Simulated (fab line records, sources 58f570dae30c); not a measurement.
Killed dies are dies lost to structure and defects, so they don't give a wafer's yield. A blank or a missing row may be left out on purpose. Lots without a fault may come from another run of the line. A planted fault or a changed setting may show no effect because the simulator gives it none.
Tool commonality check | flow berkeley_cmos170 | 14 lots, 42 wafers sampled

WHY IT WAS OPENED
At UCB170_PFIELD_TW_MEAS_09 the reading PFIELD_TW is flagged on 2 of 14 lots. Wafers without a fault read 599, standard deviation 4.8.
Rule: a lot is flagged when every wafer of it that has a number lies more than 4 standard deviations from that mean, or none has a number. The other lots count as sound.

lot  | measured    | on            | PFIELD_TW, wafer by wafer | flag
L902 | day 4 18:33 | film_metro-02 | 606 609 606               |
L904 | day 5 04:30 | film_metro-01 | 607 604 608               |
L903 | day 5 04:40 | film_metro-03 | 596 597 597               |
L905 | day 5 17:20 | film_metro-02 | 597 600 599               |
L906 | day 5 17:28 | film_metro-02 | 600 602 602               |
L907 | day 6 05:11 | film_metro-03 | 598 595 599               |
L908 | day 6 08:17 | film_metro-03 | 598 594 596               |
L912 | day 6 16:31 | film_metro-03 | 596 600 597               |
L911 | day 6 16:46 | film_metro-03 | 599 597 600               |
L913 | day 7 08:22 | film_metro-03 | 595 591 591               |
L916 | day 7 08:44 | film_metro-03 | 592 591 593               |
L919 | day 7 21:43 | film_metro-03 | 560 560 560               | FLAGGED
L917 | day 7 21:48 | film_metro-02 | 604 603 600               |
L921 | day 8 12:23 | film_metro-01 | 577 577 574               | FLAGGED
The numbers of the flagged lots are 568 on average: -31 against the usual, or -6 standard deviations.

WHICH TOOL RAN EACH LOT
The record holds 2 process steps before the reading, out of a route of 331 steps. In each cell: the tool, then ch and the chambers that the sampled wafers went through, then the start.
lot  | flag    | UCB170_PFIELD_IMPLANT_07       | UCB170_PFIELD_STRIP_08
L902 |         | implanter-04 ch 0, day 4 18:18 | plasma_asher-04 ch 0,1, day 4 18:27
L904 |         | implanter-04 ch 0, day 5 04:16 | plasma_asher-02 ch 0,1, day 5 04:23
L903 |         | implanter-02 ch 0, day 5 04:25 | plasma_asher-04 ch 0,1, day 5 04:34
L905 |         | implanter-02 ch 0, day 5 17:05 | plasma_asher-02 ch 0, day 5 17:13
L906 |         | implanter-03 ch 0, day 5 17:13 | plasma_asher-01 ch 0,1, day 5 17:22
L907 |         | implanter-02 ch 0, day 6 04:56 | plasma_asher-01 ch 0,1, day 6 05:05
L908 |         | implanter-02 ch 0, day 6 08:02 | plasma_asher-04 ch 0,1, day 6 08:11
L912 |         | implanter-03 ch 0, day 6 16:17 | plasma_asher-04 ch 0,1, day 6 16:25
L911 |         | implanter-02 ch 0, day 6 16:31 | plasma_asher-02 ch 0,1, day 6 16:40
L913 |         | implanter-03 ch 0, day 7 08:08 | plasma_asher-04 ch 0,1, day 7 08:16
L916 |         | implanter-04 ch 0, day 7 08:31 | plasma_asher-04 ch 0,1, day 7 08:38
L919 | FLAGGED | implanter-04 ch 0, day 7 21:30 | plasma_asher-04 ch 0,1, day 7 21:38
L917 |         | implanter-03 ch 0, day 7 21:33 | plasma_asher-02 ch 0,1, day 7 21:42
L921 | FLAGGED | implanter-04 ch 0, day 8 12:08 | plasma_asher-01 ch 0,1, day 8 12:17
What these steps do:
- UCB170_PFIELD_IMPLANT_07
- UCB170_PFIELD_STRIP_08: strips in O2.
- UCB170_PFIELD_TW_MEAS_09

FLAGGED OVER TOTAL, TOOL BY TOOL (the gauges that took the reading come last)
step                     | tool            | lots run | flagged | share of the flagged lots | sound lots run after its first flagged lot
UCB170_PFIELD_IMPLANT_07 | implanter-02    | 5        | 0       | none                      | -
UCB170_PFIELD_IMPLANT_07 | implanter-03    | 4        | 0       | none                      | -
UCB170_PFIELD_IMPLANT_07 | implanter-04    | 5        | 2       | all                       | 0
UCB170_PFIELD_STRIP_08   | plasma_asher-01 | 3        | 1       | some                      | 0
UCB170_PFIELD_STRIP_08   | plasma_asher-02 | 4        | 0       | none                      | -
UCB170_PFIELD_STRIP_08   | plasma_asher-04 | 7        | 1       | some                      | 0
UCB170_PFIELD_TW_MEAS_09 | film_metro-01   | 2        | 1       | some                      | 0
UCB170_PFIELD_TW_MEAS_09 | film_metro-02   | 4        | 0       | none                      | -
UCB170_PFIELD_TW_MEAS_09 | film_metro-03   | 8        | 1       | some                      | 0

WHAT THE TABLE ALLOWS
1 row of the table ran every flagged lot: implanter-04 at UCB170_PFIELD_IMPLANT_07.
- implanter-04 at UCB170_PFIELD_IMPLANT_07: 2 of its 5 lots flagged. Its last sound lot is L916 (day 7 08:31), its first flagged lot L919 (day 7 21:30): a fault that began between those two fits. Its own readings lie more than 4 standard deviations out on every wafer of the flagged lots: dose_ions_cm2, faraday_current_uA.
One tool is left: implanter-04 at UCB170_PFIELD_IMPLANT_07.

WHAT THE SIMULATOR HAD PUT IN
Process parameter drift: implanter-04, from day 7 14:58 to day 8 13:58, at UCB170_PFIELD_IMPLANT_07. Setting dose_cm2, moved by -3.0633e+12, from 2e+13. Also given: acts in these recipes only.
Lots struck among those shown: L919, L921. The rule above found the same.
